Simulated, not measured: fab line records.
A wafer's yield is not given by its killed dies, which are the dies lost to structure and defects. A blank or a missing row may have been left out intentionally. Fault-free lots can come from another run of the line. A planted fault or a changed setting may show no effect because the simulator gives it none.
One fault seen from 2 desks | flow rit cmos | each desk has only its own numbers; what lay behind them comes last

## TOOL OWNER'S DESK, litho track-04
The tool's own readings at RIT_GATE_COAT_11 (resist thk 850 nm): means of the sampled wafers that have a number, for each lot that ran on this tool. A lot is out of limits, marked OUT, if its mean lies more than 4 standard deviations from the usual mean; the brackets give that distance.
Columns: A = spin speed rpm at RIT_GATE_COAT_11, usual 4206.8 rpm
lot  | first seen here | A
L671 | day 2 21:40     | 4204.9
L678 | day 4 00:08     | 4203.5
L679 | day 4 07:40     | 4208.0
L681 | day 5 01:36     | 4206.4
L693 | day 7 09:32     | 4207.5
This desk's finding: nothing out of limits on any of the 5 lots.

## THE METROLOGY DESK
Lot by lot, what the gauges showed, no matter which tool ran the lot: averages of those sampled wafers that carry a number. A lot is out of limits, marked OUT, if its mean lies more than 4 standard deviations from the usual mean; the brackets give that distance.
Columns: A = FIELD_OXIDE_LEFT_1_THK at RIT_FOX2_THK_MEAS_90, usual 323 nm; B = NRETRO_OVL at RIT_NRETRO_OVL_MEAS_06, usual 1.6 nm; C = cd nm at RIT_GATE_CD_MEAS_16, usual 151 nm; D = NLDD_TW at RIT_NLDD_TW_MEAS_10, usual 2497
lot  | first seen here | A   | B   | C            | D
L671 | day 1 23:13     | 328 | 2.9 | 152          | 2517
L672 | day 2 07:37     | 321 | 2.8 | 151          | 2510
L673 | day 2 09:19     | 318 | 1.0 | 150          | 2502
L674 | day 2 14:29     | 322 | 1.6 | 151          | 2468
L675 | day 2 20:52     | 311 | 1.7 | 152          | 2497
L678 | day 3 07:57     | 313 | 2.8 | 63 (-28) OUT | -
L679 | day 3 13:14     | 330 | 2.2 | 69 (-27) OUT | -
L681 | day 3 23:59     | 315 | 0.9 | 83 (-22) OUT | -
L683 | day 4 13:08     | 318 | 0.8 | 152          | 2490
L685 | day 4 23:07     | 328 | 0.5 | 151          | 2488
L686 | day 5 04:24     | 320 | 2.1 | 151          | 2510
L689 | day 5 21:42     | 315 | 2.8 | 145          | 2501
L690 | day 6 01:41     | 329 | 2.1 | 152          | 2468
L693 | day 6 15:26     | 318 | 1.2 | 151          | 2511
L694 | day 6 19:16     | 332 | 2.0 | 147          | 2481
Finding of this desk: L678, L679, L681 out of limits; the first was L678 at day 4 00:49, on cd nm at RIT_GATE_CD_MEAS_16. L671, L672, L673, L674, L675, L683, L685, L686, L689, L690, L693, L694: within limits.

## PUT TOGETHER
Metrology desk: alarm possible at day 4 00:49 on L678, L679, L681.
Nothing out of limits was seen by the tool owner's desk.
The tool owner's desk has L678, L679, L681 on record, within its limits.
RIT_GATE_COAT_11 was run on litho track-04 by each of the lots named.

## WHAT WAS PUT IN BY THE SIMULATOR
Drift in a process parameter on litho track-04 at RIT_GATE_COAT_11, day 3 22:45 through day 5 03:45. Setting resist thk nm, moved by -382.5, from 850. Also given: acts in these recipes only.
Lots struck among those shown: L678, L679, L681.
Hours from the fault's start to each desk's first reading out of limits: the metrology desk, 2.
